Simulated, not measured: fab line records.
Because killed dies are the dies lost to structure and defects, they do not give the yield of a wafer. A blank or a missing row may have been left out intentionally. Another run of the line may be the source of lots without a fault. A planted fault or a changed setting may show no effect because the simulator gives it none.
Which tool did it?    flow berkeley cmos170    Sampling: 14 lots, 42 wafers, 6 of 331 route steps

== WHAT THE GAUGES READ, wafer by wafer ==
UCB170_NSD_TW_MEAS_10.
lot   measured      on             NSD_TW
L338  day 7 14:53   film metro-04  4153 4144 4160
L339  day 7 15:11   film metro-01  4193 4222 4219
L341  day 8 07:42   film metro-01  4177 4178 4179
L340  day 8 07:29   film metro-04  4165 4156 4145
L342  day 8 07:49   film metro-01  4189 4192 4178
L343  day 8 17:31   film metro-04  4147 4140 4138
L344  day 8 18:11   film metro-01  4159 4143 4166
L345  day 9 02:47   film metro-01  4532 4544 4535
L347  day 9 07:46   film metro-04  4519 4571 4529
L346  day 9 08:20   film metro-01  4191 4189 4171
L350  day 10 02:30  film metro-02  4236 4259 4267
L354  day 10 17:23  film metro-04  4125 4134 4112
L358  day 11 05:02  film metro-02  4220 4215 4222
L361  day 12 04:34  film metro-01  4180 4209 4181

UCB170_SDANNEAL_RS_MEAS_03: measurement is done with a four-point probe.
lot   measured      on             NSD_RS (ohm/sq)
L338  day 7 16:47   film metro-01  37.23 37.14 37.28
L339  day 7 17:05   film metro-02  37.09 37.25 37.17
L341  day 8 09:10   film metro-01  37.30 37.43 37.33
L340  day 8 08:43   film metro-02  37.13 37.24 37.17
L342  day 8 09:20   film metro-02  37.30 37.38 37.25
L343  day 8 20:10   film metro-01  37.36 37.28 37.37
L344  day 8 20:01   film metro-02  37.31 37.35 37.37
L345  day 9 04:01   film metro-02  34.25 34.18 34.24
L347  day 9 09:01   film metro-04  34.03 34.07 34.06
L346  day 9 09:37   film metro-01  37.39 37.36 37.51
L350  day 10 03:55  film metro-04  37.18 37.11 37.10
L354  day 10 18:48  film metro-01  37.33 37.35 37.35
L358  day 11 06:19  film metro-01  37.45 37.48 37.46
L361  day 12 05:46  film metro-04  37.31 37.23 37.28

== EACH LOT AND THE TOOL THAT RAN IT (in order: tool; ch and the chambers of the sampled wafers; start) ==
lot   UCB170_PLDD_STRIP_10                  UCB170_NSD_IMPLANT_08            UCB170_NSD_STRIP_09                   UCB170_SDANNEAL_RTA_00
L338  plasma asher-02 ch 0,1, day 7 01:52   implanter-04 ch 0, day 7 14:38   plasma asher-03 ch 0,1, day 7 14:47   rtp anneal-01 ch 0, day 7 16:32
L339  plasma asher-02 ch 0,1, day 7 02:15   implanter-04 ch 0, day 7 14:56   plasma asher-01 ch 0,1, day 7 15:04   rtp anneal-02 ch 0, day 7 16:50
L341  plasma asher-03 ch 0,1, day 7 17:01   implanter-04 ch 0, day 8 07:29   plasma asher-04 ch 0,1, day 8 07:36   rtp anneal-02 ch 0, day 8 08:53
L340  plasma asher-01 ch 0,1, day 7 17:17   implanter-03 ch 0, day 8 07:16   plasma asher-03 ch 0,1, day 8 07:23   rtp anneal-01 ch 0, day 8 08:26
L342  plasma asher-02 ch 0,1, day 7 17:19   implanter-01 ch 0, day 8 07:35   plasma asher-03 ch 0,1, day 8 07:43   rtp anneal-01 ch 0, day 8 09:04
L343  plasma asher-01 ch 0,1, day 8 02:19   implanter-04 ch 0, day 8 17:16   plasma asher-04 ch 1, day 8 17:25     rtp anneal-01 ch 0, day 8 19:55
L344  plasma asher-03 ch 0,1, day 8 02:35   implanter-01 ch 0, day 8 17:58   plasma asher-01 ch 0,1, day 8 18:07   rtp anneal-02 ch 0, day 8 19:46
L345  plasma asher-03 ch 0,1, day 8 12:40   implanter-01 ch 0, day 9 02:34   plasma asher-03 ch 0,1, day 9 02:41   rtp anneal-02 ch 0, day 9 03:44
L347  plasma asher-01 ch 1, day 8 22:51     implanter-01 ch 0, day 9 07:31   plasma asher-01 ch 0,1, day 9 07:40   rtp anneal-01 ch 0, day 9 08:46
L346  plasma asher-03 ch 0,1, day 8 22:58   implanter-03 ch 0, day 9 08:06   plasma asher-01 ch 0,1, day 9 08:13   rtp anneal-02 ch 0, day 9 09:22
L350  plasma asher-02 ch 0,1, day 9 15:47   implanter-04 ch 0, day 10 02:15  plasma asher-04 ch 0,1, day 10 02:24  rtp anneal-01 ch 0, day 10 03:41
L354  plasma asher-02 ch 0,1, day 10 06:18  implanter-03 ch 0, day 10 17:08  plasma asher-01 ch 0,1, day 10 17:17  rtp anneal-01 ch 0, day 10 18:34
L358  plasma asher-03 ch 0,1, day 10 17:10  implanter-03 ch 0, day 11 04:47  plasma asher-04 ch 0,1, day 11 04:56  rtp anneal-01 ch 0, day 11 06:04
L361  plasma asher-02 ch 0,1, day 11 18:02  implanter-04 ch 0, day 12 04:19  plasma asher-03 ch 0,1, day 12 04:28  rtp anneal-02 ch 0, day 12 05:31
- UCB170_PLDD_STRIP_10: strips in O2.
- UCB170_NSD_IMPLANT_08
- UCB170_NSD_STRIP_09: strips in O2.
- UCB170_SDANNEAL_RTA_00: time 10 s.

== AS READ BY THE TOOLS THEMSELVES (means over the sampled wafers that have a number; for cases with no such wafer, the mark the record gives instead) ==
UCB170_PLDD_STRIP_10.
lot   tool             drypump motor current A (A)  oes product au (a.u.)  strip time to endpoint s (s)
L338  plasma asher-02  5.6                          0.734                  21.76
L339  plasma asher-02  6.0                          0.733                  21.62
L341  plasma asher-03  5.5                          0.737                  21.61
L340  plasma asher-01  5.4                          0.734                  21.68
L342  plasma asher-02  6.0                          0.726                  21.70
L343  plasma asher-01  5.4                          0.733                  21.69
L344  plasma asher-03  5.4                          0.735                  21.64
L345  plasma asher-03  5.4                          0.733                  21.59
L347  plasma asher-01  5.4                          0.732                  21.58
L346  plasma asher-03  5.5                          0.735                  21.58
L350  plasma asher-02  5.6                          0.733                  21.64
L354  plasma asher-02  5.6                          0.729                  21.66
L358  plasma asher-03  5.4                          0.734                  21.71
L361  plasma asher-02  5.6                          0.733                  21.52

UCB170_NSD_IMPLANT_08.
lot   tool          beam energy keV  beam on s (s)
L338  implanter-04  40.004           9.94
L339  implanter-04  39.996           9.87
L341  implanter-04  39.994           9.90
L340  implanter-03  39.993           10.02
L342  implanter-01  39.993           9.81
L343  implanter-04  40.009           9.95
L344  implanter-01  40.013           10.04
L345  implanter-01  53.998           10.05
L347  implanter-01  54.006           9.97
L346  implanter-03  39.992           10.18
L350  implanter-04  39.985           9.94
L354  implanter-03  40.004           9.97
L358  implanter-03  39.999           9.90
L361  implanter-04  40.005           9.74

UCB170_NSD_STRIP_09.
lot   tool             drypump motor current A (A)  oes product au (a.u.)  strip time to endpoint s (s)
L338  plasma asher-03  5.4                          0.533                  35.88
L339  plasma asher-01  5.5                          0.534                  35.84
L341  plasma asher-04  5.9                          0.531                  35.77
L340  plasma asher-03  5.5                          0.531                  35.87
L342  plasma asher-03  5.4                          0.539                  35.82
L343  plasma asher-04  6.2                          0.529                  35.70
L344  plasma asher-01  5.5                          0.537                  35.67
L345  plasma asher-03  5.4                          0.496                  40.76
L347  plasma asher-01  5.5                          0.494                  40.90
L346  plasma asher-01  5.5                          0.533                  35.68
L350  plasma asher-04  5.9                          0.528                  35.83
L354  plasma asher-01  5.4                          0.536                  35.83
L358  plasma asher-04  5.9                          0.537                  35.80
L361  plasma asher-03  5.4                          0.535                  35.78

UCB170_SDANNEAL_RTA_00.
lot   tool           lamp power pct (%)  wafer_temp_C_max
L338  rtp anneal-01  24.50               903.0
L339  rtp anneal-02  24.27               905.3
L341  rtp anneal-02  24.27               906.8
L340  rtp anneal-01  24.54               903.4
L342  rtp anneal-01  24.50               903.8
L343  rtp anneal-01  24.52               904.0
L344  rtp anneal-02  24.24               905.4
L345  rtp anneal-02  24.25               904.8
L347  rtp anneal-01  24.51               904.4
L346  rtp anneal-02  24.25               906.4
L350  rtp anneal-01  24.51               903.7
L354  rtp anneal-01  24.53               904.1
L358  rtp anneal-01  24.51               903.8
L361  rtp anneal-02  24.25               905.0

== THE ANSWER, worked out from the rows above alone ==
Rule: the lots themselves supply what counts as usual. Put in order of their means at a reading, lots are off if they are a third of the lots or fewer, leave a main group of 4 or more, and stand apart from it by a gap of 3 or more times the standard deviation of the main group's means; of several such gaps the widest counts. The tables above print the reading to a certain number of digits; a main group whose means all agree to those digits is not used. A lot without any number at a reading at which 4 lots or more have one is off too. Where the step has rows for the other lots, those lots are counted as sound. The gauges are gone through in route order, then the tools' own readings, and for those a lot's mean is taken as printed above. The first step at which some lot is off is used, and at that step the reading that is off furthest; a lot without a number counts as furthest.
Off: at UCB170_NSD_TW_MEAS_10 (NSD_TW), L345, L347. The main group: mean 4179, standard deviation 35.
If a tool, at a process step before that reading, ran all the lots that are off and no sound lot after the first of them, it fits. Not tried: the gauges at UCB170_NSD_TW_MEAS_10; whatever is off there is also off at UCB170_NSD_IMPLANT_08, on other tools, and gauge error can't account for it. One candidate fits, namely implanter-01 at UCB170_NSD_IMPLANT_08. A fault onset in the window from L344 (day 8 17:58, its last sound lot) to L345 (day 9 02:34, its first lot off) fits.
The tool's own readings at UCB170_NSD_IMPLANT_08 bear it out: on the lots that are off they differ by more than 5 times the standard deviation of the sound lots' means. beam energy keV reads 54.002 there against 39.999 on the sound lots.

== WHAT THE SIMULATOR HAD PUT IN ==
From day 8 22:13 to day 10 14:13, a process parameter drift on implanter-01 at UCB170_NSD_IMPLANT_08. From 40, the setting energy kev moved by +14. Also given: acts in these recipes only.
Struck lots among those shown: L345, L347. The rule above found the same.
